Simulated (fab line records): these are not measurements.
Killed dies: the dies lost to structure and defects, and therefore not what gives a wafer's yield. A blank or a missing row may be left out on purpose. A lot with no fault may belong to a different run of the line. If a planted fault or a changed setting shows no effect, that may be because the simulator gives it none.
Problem report in the 8D (eight disciplines) form, filled by code :: flow berkeley cmos170 :: the parts of the form that need people (team, actions taken, sign-off) are left out

## 1. WHAT IS WRONG
tilt deg at UCB170_NWELL_IMPLANT_14 reads a mean of 10.730 degrees on 6 wafers of 2 lots; wafers without a fault read 7.000 degrees with a standard deviation of 0.024. That is +99 or more standard deviations from the usual mean.
The first sign was on wafer L384.3 at day 3 21:24, on implanter-02. The record holds 42 wafers of 14 lots with a number at this step. By rule, "out" or "out of limits" means more than 4 standard deviations away from the usual mean. The other wafers with a number count as sound.

## 2. WHAT IT IS AND WHAT IT IS NOT
question: which readings at this step
is: tilt deg
is not: -

question: which lots
is: L384, L385
is not: L377, L378, L379, L380, L381, L382, L383, L395, L397, L398, L399, L400

question: which wafers of those lots
is: all that have a number
is not: -

question: read on which tools
is: implanter-02
is not: implanter-01, implanter-04

question: when
is: from day 3 21:24
is not: up to then (21 sound wafers); but 15 sound wafers of L395, L397, L398, L399, L400 came after

## 3. SUSPECTS, AND WHAT RULES EACH OUT
Counting: a tool at any process step up to the reading remains a suspect when it ran all the lots that are out and ran no sound lot after the first of those.
- implanter-02 at UCB170_NWELL_IMPLANT_14: kept. All lots that are out passed through it, beginning with L384 at day 3 21:24, and no sound lot followed; its final sound lot before that point was L383 at day 3 11:40. Its own tilt deg readings are out on those wafers.
Remaining after the count: implanter-02 at UCB170_NWELL_IMPLANT_14.

## 4. THE CAUSE (what the simulator had put in)
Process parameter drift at UCB170_NWELL_IMPLANT_14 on implanter-02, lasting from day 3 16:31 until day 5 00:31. From 7, the setting tilt deg moved by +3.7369. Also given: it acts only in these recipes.
Only this tool survived the counting.

## 5. THE EFFECT CHAIN, in route order
Rows list readings where the struck wafers' mean (over those with a number) sits beyond 3 standard deviations from the usual. Readings are gone through only where the record gives a usual standard deviation; hours: the median, over the lots, of the time from a lot's start at the first step in this table giving one to that lot's start at this step; sigmas: the change measured in usual standard deviations.
hours: 0
step: UCB170_NWELL_IMPLANT_14
reading: tilt deg
usual: 7.000 degrees
on struck wafers: 10.730
change: +3.730
sigmas: +99 or more
Here are the process steps it includes:
- UCB170_NWELL_IMPLANT_14
Later measuring or inspecting steps at which every struck wafer that the step has a row for has a number for every such reading, and none has moved that far: UCB170_PWELL_TW_MEAS_17, UCB170_PVT_TW_MEAS_09.

## 6. HOW IT WOULD HAVE BEEN CAUGHT EARLIER
In this record no reading fell out of limits until day 3 21:24, 5 hours after the fault had begun at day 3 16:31.
